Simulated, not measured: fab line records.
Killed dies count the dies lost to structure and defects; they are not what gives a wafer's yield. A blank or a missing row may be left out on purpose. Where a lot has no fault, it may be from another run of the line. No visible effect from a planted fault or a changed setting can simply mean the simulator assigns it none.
Split-lot trial | flow rit_cmos | 5 lots, 23 wafers read, on a route of 202 steps

## SPLIT DETAILS
At RIT_NLDD_IMPLANT_08, the setting tilt_deg was moved away from the recipe's 7 degrees on 8 of the 23 wafers read, by -12.7% to +5.3%. For the rest of the wafers, this setting stayed at what the recipe calls for.

## FROM THE SPLIT TO THE READING: what the file shows between them, 5 steps
- RIT_PLDD_IMPLANT_08 (also split here: dose_cm2)
- RIT_SDANNEAL_CLEAN_00: cleans in SC1, time 600 s (also split here: temp_c)
- RIT_SDANNEAL_CLEAN_01: cleans in dHF, time 30 s
- RIT_SDANNEAL_CLEAN_02: cleans in SC2, time 600 s
- RIT_SDANNEAL_RS_MEAS_06: measures by four-point-probe

## THE READING
etest.nmos_turned.drive_ua_um (the simulator's own value, which no gauge read), at RIT_M1_PROBE_99. No usual value for it is given in the file. Average 339.9, standard deviation 35, over the 15 wafers here run with the recipe.

wafer  | tool, chamber at the split | tilt_deg as run, degrees | against the recipe | etest.nmos_turned.drive_ua_um | against lot-mates on the recipe
L075.1 | implanter-03, 0            | 7                        | recipe             | 378.4                         | -
L075.2 | implanter-03, 0            | 7                        | recipe             | 386.8                         | -
L075.3 | implanter-03, 0            | 7                        | recipe             | 379.9                         | -
L075.4 | implanter-03, 0            | 7                        | recipe             | 357.9                         | -
L075.6 | implanter-03, 0            | 7                        | recipe             | 378.4                         | -
L078.1 | implanter-01, 0            | 7                        | recipe             | 363.7                         | -
L078.2 | implanter-01, 0            | 7                        | recipe             | 348.9                         | -
L078.4 | implanter-01, 0            | 6.109                    | -12.7%             | 402.3                         | +46.0
L078.5 | implanter-01, 0            | 6.109                    | -12.7%             | 404                           | +47.7
L078.6 | implanter-01, 0            | 6.109                    | -12.7%             | 388.5                         | +32.2
L079.1 | implanter-01, 0            | 7                        | recipe             | 316.7                         | -
L079.3 | implanter-01, 0            | 7                        | recipe             | 315.5                         | -
L079.6 | implanter-01, 0            | 7                        | recipe             | 308.1                         | -
L082.1 | implanter-01, 0            | 7                        | recipe             | 279                           | -
L082.2 | implanter-01, 0            | 7                        | recipe             | 289.4                         | -
L082.4 | implanter-01, 0            | 7.368                    | +5.3%              | 259.3                         | -28.8
L082.5 | implanter-01, 0            | 7                        | recipe             | 295.8                         | -
L082.6 | implanter-01, 0            | 7.368                    | +5.3%              | 250.2                         | -37.9
L084.1 | implanter-04, 0            | 6.492                    | -7.3%              | 385.9                         | +35.6
L084.2 | implanter-04, 0            | 6.492                    | -7.3%              | 371                           | +20.7
L084.3 | implanter-04, 0            | 6.492                    | -7.3%              | 370.8                         | +20.5
L084.4 | implanter-04, 0            | 7                        | recipe             | 353.9                         | -
L084.5 | implanter-04, 0            | 7                        | recipe             | 346.7                         | -

THE FIT
A straight line over all 23 wafers: etest.nmos_turned.drive_ua_um changes by -6.18 for each +1% of tilt_deg; r = -0.70; the points scatter about the line by 34.
The same after taking each lot's own level away (the mean of its wafers on the recipe; 23 wafers): -3.74 for each +1%; r = -0.92; scatter 8.5.
Per that fit: largest tilt_deg move, reading shift of 48.
The span of the lots' own levels, 288.07 to 376.28, comes to 2.5 times the standard deviation stated above.
So the lot-to-lot level blurs the effect unless lot-mates are compared.
Check: +45.3 against its lot-mates is what the line predicts for one of the wafers moved furthest among these (-12.7%) when that wafer is left out of the fit. It came out at +46 against them.

## THE OTHER SPLITS THESE WAFERS WENT THROUGH
Before the reading, these wafers also passed through other splits. Each is held against what the fit with the lots' levels taken away leaves over:
other split on the same wafers      | wafers away from the commonest value | r with etest.nmos_turned.drive_ua_um (lot level and that fit taken away)
RIT_ACTIVE_CVD_03 sih2cl2_flow_sccm | 15                                   | -0.08
RIT_ACTIVE_COAT_06 spin_rpm         | 8                                    | +0.00
RIT_ACTIVE_DEVELOP_10 dev_temp_c    | 9                                    | +0.12
RIT_PWELL_IMPLANT_08 dose_cm2       | 9                                    | -0.38
RIT_PRETRO_COAT_01 resist_thk_nm    | 6                                    | -0.30
RIT_GATE_OXIDATION_05 ox_time_s     | 10                                   | +0.19
RIT_GATE_CVD_08 sih4_flow_sccm      | 18                                   | -0.20
RIT_GATE_ETCH_19 over_etch_frac     | 10                                   | +0.14
RIT_PLDD_IMPLANT_08 dose_cm2        | 10                                   | -0.14
RIT_SDANNEAL_CLEAN_00 temp_c        | 15                                   | -0.08

## FILE'S OWN FIT
etest.nmos_turned.drive_ua_um changes by -3.69 for each +1% of tilt_deg, r = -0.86.
